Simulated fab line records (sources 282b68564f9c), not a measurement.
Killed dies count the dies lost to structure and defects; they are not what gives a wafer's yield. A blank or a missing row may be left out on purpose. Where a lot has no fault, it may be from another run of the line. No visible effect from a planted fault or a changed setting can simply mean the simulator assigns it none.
A sampling plan put to the test || flow rit_cmos || one fab line, 22 faults that these records tell of, each judged on the records of the lots that it struck
What counts as the plan is the set of the line's own looks, namely the steps on the route at which a gauge or an inspection reads a wafer and does not change it. A look is open to judgement when struck wafers have a number at it and the file gives its usual mean and standard deviation on fault-free wafers. Caught: the struck wafers' mean, at a look after the fault's first step, is 4 or more of those standard deviations (sigma) away from the usual mean. On the tool: the fault's steps, tested the same way using the tool's own readings. A different recipe on the struck wafers counts as caught too, as does a record blank only for those wafers.

THE FAULTS, as the simulator had put them in
1. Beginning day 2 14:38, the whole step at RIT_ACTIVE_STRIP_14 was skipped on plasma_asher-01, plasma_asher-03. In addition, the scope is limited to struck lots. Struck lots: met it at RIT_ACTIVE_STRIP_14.
2. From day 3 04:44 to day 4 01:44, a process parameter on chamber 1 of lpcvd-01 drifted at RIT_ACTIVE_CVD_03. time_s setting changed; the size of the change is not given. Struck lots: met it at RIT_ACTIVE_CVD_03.
3. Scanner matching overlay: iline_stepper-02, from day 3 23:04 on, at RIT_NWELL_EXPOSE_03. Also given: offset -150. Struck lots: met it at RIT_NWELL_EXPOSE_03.
4. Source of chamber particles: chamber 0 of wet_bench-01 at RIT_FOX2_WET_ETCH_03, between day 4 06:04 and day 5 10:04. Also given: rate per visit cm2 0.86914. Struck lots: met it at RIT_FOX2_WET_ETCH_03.
5. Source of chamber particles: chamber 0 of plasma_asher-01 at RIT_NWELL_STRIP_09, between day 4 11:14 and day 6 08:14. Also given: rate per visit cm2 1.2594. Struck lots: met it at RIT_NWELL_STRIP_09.
6. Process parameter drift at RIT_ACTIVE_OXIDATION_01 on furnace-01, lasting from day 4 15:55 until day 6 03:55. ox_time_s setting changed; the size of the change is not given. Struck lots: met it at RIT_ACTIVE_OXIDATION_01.
7. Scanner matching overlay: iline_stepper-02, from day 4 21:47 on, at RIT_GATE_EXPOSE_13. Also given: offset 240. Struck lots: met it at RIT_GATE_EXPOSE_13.
8. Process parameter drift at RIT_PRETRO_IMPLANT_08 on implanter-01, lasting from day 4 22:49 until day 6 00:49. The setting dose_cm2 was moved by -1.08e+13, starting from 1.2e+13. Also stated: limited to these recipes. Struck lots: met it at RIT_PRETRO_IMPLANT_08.
9. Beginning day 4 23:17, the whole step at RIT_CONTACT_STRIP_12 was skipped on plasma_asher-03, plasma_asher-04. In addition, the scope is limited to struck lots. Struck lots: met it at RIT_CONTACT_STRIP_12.
10. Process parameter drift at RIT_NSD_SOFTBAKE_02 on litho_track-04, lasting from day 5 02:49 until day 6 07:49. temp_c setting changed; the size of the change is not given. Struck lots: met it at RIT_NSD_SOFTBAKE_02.
11. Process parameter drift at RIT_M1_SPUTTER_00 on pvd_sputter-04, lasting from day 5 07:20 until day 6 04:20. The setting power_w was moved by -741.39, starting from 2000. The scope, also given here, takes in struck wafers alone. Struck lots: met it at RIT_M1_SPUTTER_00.
12. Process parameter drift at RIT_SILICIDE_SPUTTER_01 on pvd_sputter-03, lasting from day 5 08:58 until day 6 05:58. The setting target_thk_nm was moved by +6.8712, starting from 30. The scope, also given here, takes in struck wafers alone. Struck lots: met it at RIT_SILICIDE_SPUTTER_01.
13. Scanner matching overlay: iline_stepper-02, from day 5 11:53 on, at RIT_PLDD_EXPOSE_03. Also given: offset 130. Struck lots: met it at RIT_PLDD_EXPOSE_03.
14. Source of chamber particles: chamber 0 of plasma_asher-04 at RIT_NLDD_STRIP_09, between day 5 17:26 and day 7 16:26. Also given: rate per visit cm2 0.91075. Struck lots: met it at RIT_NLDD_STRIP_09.
15. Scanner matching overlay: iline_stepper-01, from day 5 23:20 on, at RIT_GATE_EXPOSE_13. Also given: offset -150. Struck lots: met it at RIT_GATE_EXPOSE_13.
16. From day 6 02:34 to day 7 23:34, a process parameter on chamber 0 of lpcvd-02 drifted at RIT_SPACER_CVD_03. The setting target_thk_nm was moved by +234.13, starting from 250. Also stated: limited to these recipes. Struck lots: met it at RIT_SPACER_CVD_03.
17. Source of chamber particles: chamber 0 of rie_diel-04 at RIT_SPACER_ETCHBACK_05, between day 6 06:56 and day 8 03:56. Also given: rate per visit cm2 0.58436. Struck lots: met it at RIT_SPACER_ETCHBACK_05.
18. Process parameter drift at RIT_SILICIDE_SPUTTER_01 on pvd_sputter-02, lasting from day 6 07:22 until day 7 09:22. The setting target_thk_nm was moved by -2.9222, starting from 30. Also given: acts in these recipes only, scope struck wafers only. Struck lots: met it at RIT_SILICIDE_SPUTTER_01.
19. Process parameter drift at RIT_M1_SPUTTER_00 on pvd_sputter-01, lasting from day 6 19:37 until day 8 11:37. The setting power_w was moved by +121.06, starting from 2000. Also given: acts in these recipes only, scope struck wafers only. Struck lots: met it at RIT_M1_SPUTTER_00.
20. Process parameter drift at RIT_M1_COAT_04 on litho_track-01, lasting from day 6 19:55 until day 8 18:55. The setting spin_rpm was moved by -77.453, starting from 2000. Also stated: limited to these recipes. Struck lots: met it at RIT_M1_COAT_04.
21. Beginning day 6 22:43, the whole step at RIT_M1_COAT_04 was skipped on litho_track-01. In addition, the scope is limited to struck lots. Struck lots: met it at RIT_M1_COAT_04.
22. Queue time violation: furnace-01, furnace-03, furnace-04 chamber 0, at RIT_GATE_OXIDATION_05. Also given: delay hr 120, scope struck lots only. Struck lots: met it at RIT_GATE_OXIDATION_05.

WHAT THE PLAN SAW
{"fault": 1, "on the tool itself": "the tool's record is blank for the struck wafers", "first look that catches it": "not the one look that can be judged after it", "reading, sigma": "-", "median hours from its first step to that look": "-", "hours from the fault's start to the first struck lot there": "-", "judged looks passed uncaught": 1}
{"fault": 2, "on the tool itself": "under 2 sigma", "first look that catches it": "RIT_ACTIVE_THK_MEAS_04", "reading, sigma": "ACTIVE_NITRIDE_THK +4.2", "median hours from its first step to that look": 1.4, "hours from the fault's start to the first struck lot there": 6, "judged looks passed uncaught": 0}
{"fault": 3, "on the tool itself": "no reading that can be judged", "first look that catches it": "RIT_NWELL_OVL_MEAS_06", "reading, sigma": "NWELL_OVL -99 or beyond", "median hours from its first step to that look": 0.4, "hours from the fault's start to the first struck lot there": 2, "judged looks passed uncaught": 0}
{"fault": 4, "on the tool itself": "no reading that can be judged", "first look that catches it": "no look after it can be judged", "reading, sigma": "-", "median hours from its first step to that look": "-", "hours from the fault's start to the first struck lot there": "-", "judged looks passed uncaught": 0}
{"fault": 5, "on the tool itself": "under 2 sigma", "first look that catches it": "none of the 2 looks that can be judged after it", "reading, sigma": "-", "median hours from its first step to that look": "-", "hours from the fault's start to the first struck lot there": "-", "judged looks passed uncaught": 2}
{"fault": 6, "on the tool itself": "no reading that can be judged", "first look that catches it": "RIT_ACTIVE_THK_MEAS_02", "reading, sigma": "ACTIVE_OXIDE_THK +8.9", "median hours from its first step to that look": 1.9, "hours from the fault's start to the first struck lot there": 9, "judged looks passed uncaught": 0}
{"fault": 7, "on the tool itself": "no reading that can be judged", "first look that catches it": "RIT_GATE_OVL_MEAS_17", "reading, sigma": "GATE_OVL +99 or beyond", "median hours from its first step to that look": 0.5, "hours from the fault's start to the first struck lot there": 8, "judged looks passed uncaught": 0}
{"fault": 8, "on the tool itself": "dose_ions_cm2 -99 or beyond sigma", "first look that catches it": "RIT_PRETRO_TW_MEAS_10", "reading, sigma": "PRETRO_TW -45", "median hours from its first step to that look": 0.3, "hours from the fault's start to the first struck lot there": 5, "judged looks passed uncaught": 0}
{"fault": 9, "on the tool itself": "the tool's record is blank for the struck wafers", "first look that catches it": "not the one look that can be judged after it", "reading, sigma": "-", "median hours from its first step to that look": "-", "hours from the fault's start to the first struck lot there": "-", "judged looks passed uncaught": 1}
{"fault": 10, "on the tool itself": "plate_sensor_t_edge_C -99 or beyond sigma", "first look that catches it": "not the one look that can be judged after it", "reading, sigma": "-", "median hours from its first step to that look": "-", "hours from the fault's start to the first struck lot there": "-", "judged looks passed uncaught": 1}
{"fault": 11, "on the tool itself": "cathode_dc_power_W -99 or beyond sigma", "first look that catches it": "RIT_M1_RS_MEAS_01", "reading, sigma": "M1_AL_RS +60", "median hours from its first step to that look": 0.3, "hours from the fault's start to the first struck lot there": 5, "judged looks passed uncaught": 0}
{"fault": 12, "on the tool itself": "under 2 sigma", "first look that catches it": "RIT_SILICIDE_RS_MEAS_02", "reading, sigma": "SILICIDE_TI_RS -13", "median hours from its first step to that look": 0.2, "hours from the fault's start to the first struck lot there": 5, "judged looks passed uncaught": 0}
{"fault": 13, "on the tool itself": "no reading that can be judged", "first look that catches it": "RIT_PLDD_OVL_MEAS_06", "reading, sigma": "PLDD_OVL +72", "median hours from its first step to that look": 0.4, "hours from the fault's start to the first struck lot there": 1, "judged looks passed uncaught": 0}
{"fault": 14, "on the tool itself": "under 2 sigma", "first look that catches it": "not the one look that can be judged after it", "reading, sigma": "-", "median hours from its first step to that look": "-", "hours from the fault's start to the first struck lot there": "-", "judged looks passed uncaught": 1}
{"fault": 15, "on the tool itself": "no reading that can be judged", "first look that catches it": "RIT_GATE_OVL_MEAS_17", "reading, sigma": "GATE_OVL -99 or beyond", "median hours from its first step to that look": 0.5, "hours from the fault's start to the first struck lot there": 7, "judged looks passed uncaught": 0}
{"fault": 16, "on the tool itself": "no reading that can be judged", "first look that catches it": "RIT_SPACER_THK_MEAS_04", "reading, sigma": "SPACER_NITRIDE_THK +99 or beyond", "median hours from its first step to that look": 1.9, "hours from the fault's start to the first struck lot there": 23, "judged looks passed uncaught": 0}
{"fault": 17, "on the tool itself": "under 2 sigma", "first look that catches it": "not the one look that can be judged after it", "reading, sigma": "-", "median hours from its first step to that look": "-", "hours from the fault's start to the first struck lot there": "-", "judged looks passed uncaught": 1}
{"fault": 18, "on the tool itself": "under 2 sigma", "first look that catches it": "RIT_SILICIDE_RS_MEAS_02", "reading, sigma": "SILICIDE_TI_RS +5.0", "median hours from its first step to that look": 0.2, "hours from the fault's start to the first struck lot there": 8, "judged looks passed uncaught": 0}
{"fault": 19, "on the tool itself": "cathode_dc_power_W +99 or beyond sigma", "first look that catches it": "RIT_M1_RS_MEAS_01", "reading, sigma": "M1_AL_RS -4.7", "median hours from its first step to that look": 0.3, "hours from the fault's start to the first struck lot there": 10, "judged looks passed uncaught": 0}
{"fault": 20, "on the tool itself": "spin_speed_rpm -55 sigma", "first look that catches it": "none of the 2 looks that can be judged after it", "reading, sigma": "-", "median hours from its first step to that look": "-", "hours from the fault's start to the first struck lot there": "-", "judged looks passed uncaught": 2}
{"fault": 21, "on the tool itself": "the tool's record is blank for the struck wafers", "first look that catches it": "no look after it can be judged", "reading, sigma": "-", "median hours from its first step to that look": "-", "hours from the fault's start to the first struck lot there": "-", "judged looks passed uncaught": 0}
{"fault": 22, "on the tool itself": "under 2 sigma", "first look that catches it": "no look after it can be judged", "reading, sigma": "-", "median hours from its first step to that look": "-", "hours from the fault's start to the first struck lot there": "-", "judged looks passed uncaught": 0}
A dash: the fault isn't caught, or these records don't give the number.

Caught at a look: 12 of 22. Caught on the tool: 8 of 22. By one or the other: 17 of 22.
Caught on the tool alone: faults 1, 9, 10, 20, 21.
Caught at a look alone: faults 2, 3, 6, 7, 12, 13, 15, 16, 18.
Caught by neither: faults 4, 5, 14, 17, 22.

THINNER SAMPLING
In the worst case, this is how late the first struck lot would be measured if the look that catches a fault measured only every second or every third lot, by lot number:
{"fault": 2, "struck lots at that look, in order of time": "L585, L586", "every lot": "6 h", "every second lot": "6 h", "every third lot": "may miss all 2"}
{"fault": 3, "struck lots at that look, in order of time": "L346, L349, L352, L353", "every lot": "2 h", "every second lot": "15 h", "every third lot": "may miss all 4"}
{"fault": 6, "struck lots at that look, in order of time": "L260, L261", "every lot": "9 h", "every second lot": "9 h", "every third lot": "may miss all 2"}
{"fault": 7, "struck lots at that look, in order of time": "L601, L602, L604, L605", "every lot": "8 h", "every second lot": "11 h", "every third lot": "may miss all 4"}
{"fault": 8, "struck lots at that look, in order of time": "L989, L990, L992", "every lot": "5 h", "every second lot": "11 h", "every third lot": "may miss all 3"}
{"fault": 11, "struck lots at that look, in order of time": "L171", "every lot": "5 h", "every second lot": "may miss it", "every third lot": "may miss it"}
{"fault": 12, "struck lots at that look, in order of time": "L788, L790", "every lot": "5 h", "every second lot": "may miss all 2", "every third lot": "may miss all 2"}
{"fault": 13, "struck lots at that look, in order of time": "L456, L457, L458, L459", "every lot": "1 h", "every second lot": "5 h", "every third lot": "12 h"}
{"fault": 15, "struck lots at that look, in order of time": "L453, L454, L456", "every lot": "7 h", "every second lot": "11 h", "every third lot": "may miss all 3"}
{"fault": 16, "struck lots at that look, in order of time": "L971, L972", "every lot": "23 h", "every second lot": "27 h", "every third lot": "may miss all 2"}
{"fault": 18, "struck lots at that look, in order of time": "L238", "every lot": "8 h", "every second lot": "may miss it", "every third lot": "may miss it"}
{"fault": 19, "struck lots at that look, in order of time": "L894, L896", "every lot": "10 h", "every second lot": "may miss all 2", "every third lot": "may miss all 2"}
Hours count from the start of the fault until the first struck lot that is measured. The test against the limit of 4 sigma pooled every struck wafer, which means one lot taken alone may stay below that limit. Other struck lots may not be in these records.

THE LONGEST TIMED WAY FROM STEP TO LOOK
Fault 6: the median time between RIT_ACTIVE_OXIDATION_01 and RIT_ACTIVE_THK_MEAS_02 is 1.9 hours. No look between them can be judged.
